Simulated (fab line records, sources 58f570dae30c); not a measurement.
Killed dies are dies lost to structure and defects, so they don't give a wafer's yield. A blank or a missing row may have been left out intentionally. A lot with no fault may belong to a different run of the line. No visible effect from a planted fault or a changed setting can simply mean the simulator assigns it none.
Problem report in the 8D (eight disciplines) form, filled by code	flow berkeley_cmos170	the parts of the form that need people (team, actions taken, sign-off) are left out

1. WHAT WENT WRONG
Across 9 wafers from 3 lots, M1_AL_RS at UCB170_M1_RS_MEAS_01 averages 0.0527 ohm/sq, while fault-free wafers read 0.0496 ohm/sq with a standard deviation of 0.0004. That is +7.9 standard deviations from the usual mean.
The step: measures by four-point-probe.
First seen on wafer L890.3, day 11 04:01, on film_metro-02. The record has a number at this step for 45 wafers belonging to 15 lots. The rule behind "out" and "out of limits": a value lying over 4 standard deviations away from the usual mean. All remaining wafers that have a number are taken as sound.

2. WHAT IT IS; WHAT IT IS NOT
question	is	is not
which readings at this step	M1_AL_RS	-
which lots	L889, L890, L894	L879, L880, L881, L882, L883, L884, L885, L888, L893, L897, L900, L901
which wafers of those lots	all that have a number	-
read on which gauges	film_metro-01, film_metro-02	film_metro-03
when	from day 11 04:01	up to then (24 sound wafers); but 12 sound wafers of L893, L897, L900, L901 came after

3. SUSPECTS, AND WHAT RULES EACH OUT
Counting: a tool at any process step up to the reading remains a suspect when it ran all the lots that are out and ran no sound lot after the first of those.
- the gauge at UCB170_M1_RS_MEAS_01: ruled out. Those wafers that are out were read across 2 gauges (film_metro-01, film_metro-02).
- pvd_sputter-02 at UCB170_M1_SPUTTER_00 (material Al, target thk 600 nm, time 80 s): kept. It processed each lot that is out, first L890 at day 11 03:55, and no sound lot thereafter; up to then, the last sound lot it processed was L885 at day 9 16:38.
After counting, what remains is pvd_sputter-02 at UCB170_M1_SPUTTER_00.

4. THE CAUSE (what the simulator had put in)
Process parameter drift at UCB170_M1_SPUTTER_00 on pvd_sputter-02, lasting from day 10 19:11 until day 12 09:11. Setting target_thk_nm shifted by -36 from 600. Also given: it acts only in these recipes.
After counting, this tool was the only one left.

5. THE CHAIN OF EFFECTS, in route order
Each row: a reading whose mean over the struck wafers that have a number lies more than 3 standard deviations from the usual. Scope: only readings with a usual standard deviation given in the record; hours: median across lots of the time from each lot's start at the first step in this table that gives one to its start at this step; sigmas: change in usual standard deviations.
hours	step	reading	usual	on struck wafers	change	sigmas
0	UCB170_M1_RS_MEAS_01	M1_AL_RS	0.0496 ohm/sq	0.0527	+0.0031	+7.9
3	UCB170_M1_THK_MEAS_02	M1_AL_THK	592 nm	556	-36	-7.7

6. WHAT WOULD HAVE CAUGHT IT SOONER
9 hours passed between the start of the fault at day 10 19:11 and the first reading out of limits at a measuring or inspecting step in this record, taken at day 11 04:01.
An alarm limit of 4 standard deviations would not have fired on the tool readings at UCB170_M1_SPUTTER_00 for which the record gives a usual standard deviation, since none of them was out on any struck wafer.
Lots out: 3; of these, L889, L894 started UCB170_M1_SPUTTER_00 on pvd_sputter-02 after day 11 04:01. A hold on the tool at that time would have spared those 2.
